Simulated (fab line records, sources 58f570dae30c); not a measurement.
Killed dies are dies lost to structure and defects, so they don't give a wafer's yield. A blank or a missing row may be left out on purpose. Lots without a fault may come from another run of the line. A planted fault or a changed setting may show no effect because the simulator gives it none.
Tool commonality check | flow berkeley_cmos170 | 14 lots, 48 wafers sampled

WHY IT WAS OPENED
At UCB170_SDANNEAL_RS_MEAS_02 the reading PSD_RS is flagged on 2 of 14 lots. Wafers without a fault read 75.5 ohm/sq, standard deviation 0.33.
Rule: a lot is flagged when every wafer of it that has a number lies more than 4 standard deviations from that mean, or none has a number. The other lots count as sound.

lot  | measured     | on            | PSD_RS (ohm/sq), wafer by wafer     | flag
L205 | day 6 08:38  | film_metro-03 | 75.1 75.4 75.4                      |
L206 | day 6 19:15  | film_metro-03 | 76.4 76.5 76.0                      |
L207 | day 6 19:47  | film_metro-02 | 75.7 75.5 75.7                      |
L208 | day 7 07:29  | film_metro-02 | 75.8 75.6 75.6                      |
L209 | day 7 08:25  | film_metro-02 | 75.7 75.3 75.1                      |
L211 | day 7 18:10  | film_metro-04 | 75.9 75.3 75.5                      |
L210 | day 7 22:35  | film_metro-02 | 75.2 75.0 75.5                      |
L214 | day 8 11:08  | film_metro-03 | 75.7 75.5 75.7                      |
L216 | day 9 05:58  | film_metro-04 | 75.8 75.5 75.6                      |
L218 | day 9 11:50  | film_metro-02 | 105.5 104.8 104.7 105.3 104.8 104.7 | FLAGGED
L221 | day 9 21:14  | film_metro-04 | 104.6 104.5 105.1 104.4 104.7 105.1 | FLAGGED
L223 | day 10 22:30 | film_metro-02 | 74.9 74.9 74.8                      |
L225 | day 10 23:20 | film_metro-04 | 76.0 75.7 75.9                      |
L226 | day 10 23:29 | film_metro-02 | 75.4 75.4 75.7                      |
The numbers of the flagged lots are 104.8 ohm/sq on average: +29.3 ohm/sq against the usual, or +89 standard deviations.

WHICH TOOL RAN EACH LOT
The record holds 1 process step before the reading, out of a route of 331 steps. In each cell: the tool, then ch and the chambers that the sampled wafers went through, then the start.
lot  | flag    | UCB170_SDANNEAL_RTA_01
L205 |         | rtp_anneal-01 ch 0, day 6 08:34
L206 |         | rtp_anneal-02 ch 0, day 6 19:12
L207 |         | rtp_anneal-01 ch 0, day 6 19:44
L208 |         | rtp_anneal-02 ch 0, day 7 07:25
L209 |         | rtp_anneal-02 ch 0, day 7 08:20
L211 |         | rtp_anneal-01 ch 0, day 7 18:06
L210 |         | rtp_anneal-02 ch 0, day 7 22:28
L214 |         | rtp_anneal-01 ch 0, day 8 11:05
L216 |         | rtp_anneal-02 ch 0, day 9 05:51
L218 | FLAGGED | rtp_anneal-02 ch 0, day 9 11:43
L221 | FLAGGED | rtp_anneal-02 ch 0, day 9 21:10
L223 |         | rtp_anneal-01 ch 0, day 10 22:25
L225 |         | rtp_anneal-01 ch 0, day 10 23:16
L226 |         | rtp_anneal-01 ch 0, day 10 23:26
What these steps do:
- UCB170_SDANNEAL_RTA_01: time 5 s.
- UCB170_SDANNEAL_RS_MEAS_02: measures by four-point-probe.

FLAGGED OVER TOTAL, TOOL BY TOOL (the gauges that took the reading come last)
step                       | tool          | lots run | flagged | share of the flagged lots | sound lots run after its first flagged lot
UCB170_SDANNEAL_RTA_01     | rtp_anneal-01 | 7        | 0       | none                      | -
UCB170_SDANNEAL_RTA_01     | rtp_anneal-02 | 7        | 2       | all                       | 0
UCB170_SDANNEAL_RS_MEAS_02 | film_metro-02 | 7        | 1       | some                      | 2 (L223,L226)
UCB170_SDANNEAL_RS_MEAS_02 | film_metro-03 | 3        | 0       | none                      | -
UCB170_SDANNEAL_RS_MEAS_02 | film_metro-04 | 4        | 1       | some                      | 1 (L225)

WHAT THE TABLE ALLOWS
1 row of the table ran every flagged lot: rtp_anneal-02 at UCB170_SDANNEAL_RTA_01.
- rtp_anneal-02 at UCB170_SDANNEAL_RTA_01: 2 of its 7 lots flagged. Its last sound lot is L216 (day 9 05:51), its first flagged lot L218 (day 9 11:43): a fault that began between those two fits.
One tool is left: rtp_anneal-02 at UCB170_SDANNEAL_RTA_01.

WHAT THE SIMULATOR HAD PUT IN
Process parameter drift: rtp_anneal-02, from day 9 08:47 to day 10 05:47, at UCB170_SDANNEAL_RTA_01. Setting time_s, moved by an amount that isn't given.
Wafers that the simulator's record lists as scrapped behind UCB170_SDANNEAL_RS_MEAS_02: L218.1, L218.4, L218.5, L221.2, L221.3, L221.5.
Lots struck among those shown: L218, L221. The rule above found the same.
